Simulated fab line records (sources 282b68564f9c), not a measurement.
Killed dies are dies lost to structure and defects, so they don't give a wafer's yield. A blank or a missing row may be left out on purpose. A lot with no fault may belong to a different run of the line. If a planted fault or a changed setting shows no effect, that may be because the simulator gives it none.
Which tool is to blame?	flow ritCmos	14 lots with 42 wafers sampled at 2 steps, on a route of 202 steps

## WHAT THE GAUGES SHOWED, per wafer
The record lacks any reading of a measuring or inspecting step that a usual standard deviation could be used to judge.

## EACH LOT AND THE TOOL THAT RAN IT (in order: tool; ch and the chambers of the sampled wafers; start)
lot	RIT_M1_METAL_ETCH_12	RIT_M1_PROBE_99
L802	rieMetal-01 ch 0,1, day 3 19:01	-
L803	rieMetal-03 ch 0,1, day 3 22:13	-
L804	rieMetal-02 ch 0,1, day 4 04:26	-
L805	rieMetal-01 ch 0,1, day 4 08:57	-
L807	rieMetal-02 ch 0,1, day 4 20:09	-
L808	rieMetal-01 ch 0,1, day 5 03:05	-
L809	rieMetal-03 ch 0,1, day 5 07:07	-
L811	rieMetal-01 ch 0,1, day 5 16:32	prober-01, day 5 18:52
L814	rieMetal-01 ch 1, day 6 03:54	prober-01, day 6 06:19
L815	rieMetal-03 ch 0,1, day 6 11:01	prober-02, day 6 13:17
L819	rieMetal-03 ch 0,1, day 7 06:38	prober-02, day 7 08:56
L821	rieMetal-02 ch 0,1, day 7 12:23	prober-02, day 7 14:41
L822	rieMetal-03 ch 0,1, day 7 19:33	-
L824	rieMetal-02 ch 0,1, day 8 06:58	-
- RIT_M1_METAL_ETCH_12: etches Al in Cl2/BCl3, stops on SiO2, time 165 s, target depth 600 nm.
- RIT_M1_PROBE_99

## WHAT THE TOOLS THEMSELVES READ (means of the sampled wafers that have a number; where no wafer has one, the mark that the record gives instead)
RIT_M1_METAL_ETCH_12. Usual: chamberPressureMTorr 100.01 mTorr, standard deviation 0.086; drypumpMotorCurrentA 5.72 A, standard deviation 0.19; heBacksideLeakSccm 3.47 sccm, standard deviation 0.26; oesProductAu 0.777 a.u., standard deviation 0.01; rfFwdPowerW 248.8 W, standard deviation 0.84; throttleValvePct 8.28 %, standard deviation 0.11.
lot	tool	chamberPressureMTorr (mTorr)	drypumpMotorCurrentA (A)	heBacksideLeakSccm (sccm)	oesProductAu (a.u.)	rfFwdPowerW (W)	throttleValvePct (%)	flag
L802	rieMetal-01	100.00	5.74	3.51	0.769	248.1	8.15	
L803	rieMetal-03	100.01	5.85	3.26	0.776	247.9	8.35	
L804	rieMetal-02	100.03	5.46	3.53	0.778	248.8	8.32	
L805	rieMetal-01	99.96	5.75	3.61	0.785	249.4	8.14	
L807	rieMetal-02	100.01	5.46	3.53	0.785	248.6	8.35	
L808	rieMetal-01	100.14	5.80	3.54	0.777	248.1	8.14	
L809	rieMetal-03	99.97	5.84	3.23	0.783	249.0	8.35	
L811	rieMetal-01	100.08	5.74	3.62	0.781	278.4	8.15	OFF
L814	rieMetal-01	99.99	5.71	3.47	0.775	279.1	8.15	OFF
L815	rieMetal-03	99.98	5.92	3.37	0.771	249.3	8.40	
L819	rieMetal-03	100.03	5.92	3.44	0.780	248.6	8.38	
L821	rieMetal-02	99.97	5.45	3.43	0.773	249.0	8.31	
L822	rieMetal-03	99.97	5.84	3.36	0.782	249.1	8.34	
L824	rieMetal-02	100.06	5.46	3.57	0.760	249.1	8.34	

RIT_M1_PROBE_99. Usual: defectLimitedYield 97.5 %, standard deviation 1.1; killedAtContacts 0.0, standard deviation 0.22; killedAtFrontEnd 6.6, standard deviation 3; killedDies 6.6, standard deviation 3; killedOpen 3.4, standard deviation 2; killedShort 3.2, standard deviation 2; sort_bin_3_pad_short 0.1 %, standard deviation 0.2; sort_bin_5_function 1.4 %, standard deviation 0.83; sort_bin_6_memory 1.0 %, standard deviation 0.63; sortNPass 257.4, standard deviation 3; sortYieldPct 97.5 %, standard deviation 1.1.
lot	tool	defectLimitedYield (%)	killedAtContacts	killedAtFrontEnd	killedDies	killedOpen	killedShort	sort_bin_3_pad_short (%)	sort_bin_5_function (%)	sort_bin_6_memory (%)	sortNPass	sortYieldPct (%)	flag
L811	prober-01	97.6	0.0	6.3	6.3	4.0	2.3	0.0	1.4	1.0	257.7	97.6	
L814	prober-01	97.5	0.0	6.7	6.7	3.3	3.3	0.0	1.8	0.8	257.3	97.5	
L815	prober-02	98.0	0.0	5.3	5.3	3.7	1.7	0.1	1.3	0.6	258.7	98.0	
L819	prober-02	98.0	0.3	5.0	5.3	3.7	1.7	0.0	1.1	0.9	258.7	98.0	
L821	prober-02	97.1	0.3	7.3	7.7	5.3	2.3	0.0	1.3	1.7	256.3	97.1	

## THE ANSWER, worked out from the rows above alone
Rule: take the mean of a lot's wafers that have a number; if it is more than 3 standard deviations from the usual mean, the lot is off. A lot without any number at a reading at which 4 lots or more have one is off too. Any other lot the step has rows for is counted as sound. The gauges are gone through in route order, then the tools' own readings, and for those a lot's mean is taken as printed above. At the first step where some lot is off, the reading lying furthest off is the one used; lots without a number count as furthest.
Off: L811, L814 (RIT_M1_METAL_ETCH_12, rfFwdPowerW).
If a tool, at that step or one of the process steps before it, ran each lot that is off and ran no sound lot following the first of them, it fits. One candidate fits, namely rieMetal-01 at RIT_M1_METAL_ETCH_12. A fault onset in the window from L808 (day 5 03:05, its last sound lot) to L811 (day 5 16:32, its first lot off) fits.
On the lots that are off, the tool's own readings at RIT_M1_METAL_ETCH_12 differ by more than 5 times the standard deviation of the sound lots' means, which bears it out; rfFwdPowerW reads 278.8 W there versus 248.8 W on the sound lots.

## WHAT THE SIMULATOR HAD PUT IN
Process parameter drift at RIT_M1_METAL_ETCH_12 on rieMetal-01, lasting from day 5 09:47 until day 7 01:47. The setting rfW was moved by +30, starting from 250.
Shown lots that were struck: L811, L814. The rule above reached the same finding.
